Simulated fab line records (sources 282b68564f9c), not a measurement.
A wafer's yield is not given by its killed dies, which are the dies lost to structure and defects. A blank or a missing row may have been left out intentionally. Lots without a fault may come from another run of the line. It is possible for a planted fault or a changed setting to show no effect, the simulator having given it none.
Comparing a struck lot with a sound one ; flow rit cmos ; 44 steps out of a route of 202
Sound: wafers L788.1, L788.3, L788.6. Struck: wafers L791.1, L791.2, L791.6. At the end, the cause is stated.
Per side, at each step with rows, come the tool, then ch with its chambers, and then its first start. Under that, the readings that differ: sound wafers ; struck wafers ; difference of the means ; sigmas: that difference in standard deviations of wafers without a fault.
alike: a reading whose means differ by less than 2 such deviations, as well as words and numbers matching on both sides. not compared: withheld readings; readings where some wafer has no value; bounds like >300 that might hide an equal value; numbers whose values overlap and for which the record gives no deviation.
Wherever a step has rows on one side only, a row that says differs or no value, or a row with sigmas, the two part there. Numbers that don't overlap but have no deviation are shown without sigmas and don't part them. Lack of a reading on every wafer of one side parts them only where that side has two or more wafers.

first, 2 steps without rows for these wafers: RIT_NLDD_HARDBAKE_07 (time 60 s); RIT_NLDD_IMPLANT_08.
RIT_NLDD_STRIP_09: strips in O2, time 180 s.
  sound on plasma asher-02 ch 0, day 3 04:26; struck on plasma asher-03 ch 0,1, day 3 19:35
  alike: drypump motor current A, rf refl power W
  not compared: rf hours counter h
RIT_NLDD_TW_MEAS_10:
  sound on film metro-03, day 3 04:36; struck on film metro-04, day 3 19:46
  alike: NLDD_TW
then, 6 steps without rows for these wafers: RIT_PLDD_HMDS_00 (prime time 60 s); RIT_PLDD_COAT_01 (resist thk 1000 nm); RIT_PLDD_SOFTBAKE_02 (time 60 s); RIT_PLDD_EXPOSE_03 (exposes mask M8, target cd 40900 nm); RIT_PLDD_PEB_04; RIT_PLDD_DEVELOP_05 (develop time 50 s).
RIT_PLDD_OVL_MEAS_06:
  sound on overlay-01, day 3 05:38; struck on overlay-02, day 3 20:40
  alike: PLDD_OVL
then, 1 step without rows for these wafers: RIT_PLDD_HARDBAKE_07 (time 60 s).
RIT_PLDD_IMPLANT_08:
  sound on implanter-02 ch 0, day 3 05:50; struck on implanter-04 ch 0, day 3 20:52
reading;sound;struck;difference;sigmas
tilt deg (degrees);7.029 7.016 6.998;7.561 7.586 7.570;+0.558;+31
  alike: beam on s
RIT_PLDD_STRIP_09: strips in O2, time 180 s.
  sound on plasma asher-01 ch 0,1, day 3 05:59; struck on plasma asher-02 ch 0,1, day 3 21:01
  alike: drypump motor current A, rf refl power W
  not compared: rf hours counter h
RIT_PLDD_TW_MEAS_10:
  sound on film metro-04, day 3 06:09; struck on film metro-03, day 3 21:11
  alike: PLDD_TW
then, 4 steps without rows for these wafers: RIT_SPACER_CLEAN_00 (cleans in SC1, time 600 s); RIT_SPACER_CLEAN_01 (cleans in dHF, time 30 s); RIT_SPACER_CLEAN_02 (cleans in SC2, time 600 s); RIT_SPACER_CVD_03 (deposits Si3N4 from SiH2Cl2/NH3, target thk 250 nm, time 3300 s).
RIT_SPACER_THK_MEAS_04:
  sound on film metro-02, day 3 10:04; struck on film metro-03, day 3 23:53
  alike: SPACER_NITRIDE_THK
RIT_SPACER_ETCHBACK_05: etches Si3N4 in SF6/CHF3, stops on SiO2, target depth 250 nm, time 240 s.
  sound on rie diel-01 ch 0,1,2, day 3 10:08; struck on rie diel-01 ch 1,2,3, day 3 23:56
  alike: drypump motor current A, oes product au, throttle valve pct
  not compared: rf hours counter h
then, 6 steps without rows for these wafers: RIT_NSD_HMDS_00 (prime time 60 s); RIT_NSD_COAT_01 (resist thk 1000 nm); RIT_NSD_SOFTBAKE_02 (time 60 s); RIT_NSD_EXPOSE_03 (exposes mask M9, target cd 40700 nm); RIT_NSD_PEB_04; RIT_NSD_DEVELOP_05 (develop time 50 s).
RIT_NSD_OVL_MEAS_06:
  sound on overlay-02, day 3 11:08; struck on overlay-02, day 4 00:56
  alike: NSD_OVL
then, 2 steps without rows for these wafers: RIT_NSD_HARDBAKE_07 (time 60 s); RIT_NSD_IMPLANT_08.
RIT_NSD_STRIP_09: strips in O2, time 180 s.
  sound on plasma asher-03 ch 0,1, day 3 11:28; struck on plasma asher-02 ch 0,1, day 4 01:16
  alike: drypump motor current A, rf refl power W
  not compared: rf hours counter h
RIT_NSD_TW_MEAS_10:
  sound on film metro-03, day 3 11:38; struck on film metro-02, day 4 01:27
  alike: NSD_TW
then, 6 steps without rows for these wafers: RIT_PSD_HMDS_00 (prime time 60 s); RIT_PSD_COAT_01 (resist thk 1000 nm); RIT_PSD_SOFTBAKE_02 (time 60 s); RIT_PSD_EXPOSE_03 (exposes mask M10, target cd 40900 nm); RIT_PSD_PEB_04; RIT_PSD_DEVELOP_05 (develop time 50 s).
RIT_PSD_OVL_MEAS_06:
  sound on overlay-01, day 3 12:40; struck on overlay-01, day 4 02:34
  alike: PSD_OVL
then, 2 steps without rows for these wafers: RIT_PSD_HARDBAKE_07 (time 60 s); RIT_PSD_IMPLANT_08.
RIT_PSD_STRIP_09: strips in O2, time 180 s.
  sound on plasma asher-04 ch 0,1, day 3 13:02; struck on plasma asher-01 ch 0,1, day 4 03:01
  alike: drypump motor current A, rf refl power W
  not compared: rf hours counter h
RIT_SDANNEAL_RS_MEAS_06: uses a four-point probe to measure.
  sound on film metro-02, day 3 13:58; struck on film metro-02, day 4 03:55
reading;sound;struck;difference;sigmas
PLDD_RS (ohm/sq);179.6 179.0 179.1;- - -;no value on the struck wafers;
RIT_M1_PROBE_99:
  sound on prober-02, day 3 22:28; struck on prober-01, day 4 11:40
reading;sound;struck;difference;sigmas
model.etest.pmos turned.drive ua um;194.9 199.3 194.9;177.2 174.3 178.7;-19.6;
  alike: killed at contacts, killed at front end, killed dies, killed on rim, killed open, killed short

WHERE THEY PART
At RIT_PLDD_IMPLANT_08 first; at RIT_SDANNEAL_RS_MEAS_06 last (within this record only). Later steps at which nothing parts them and some readings are alike: RIT_M1_PROBE_99.

WHY: the cause the simulator had injected
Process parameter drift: implanter-04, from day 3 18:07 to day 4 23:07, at RIT_PLDD_IMPLANT_08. From 7, the setting tilt deg moved by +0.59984. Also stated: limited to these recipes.
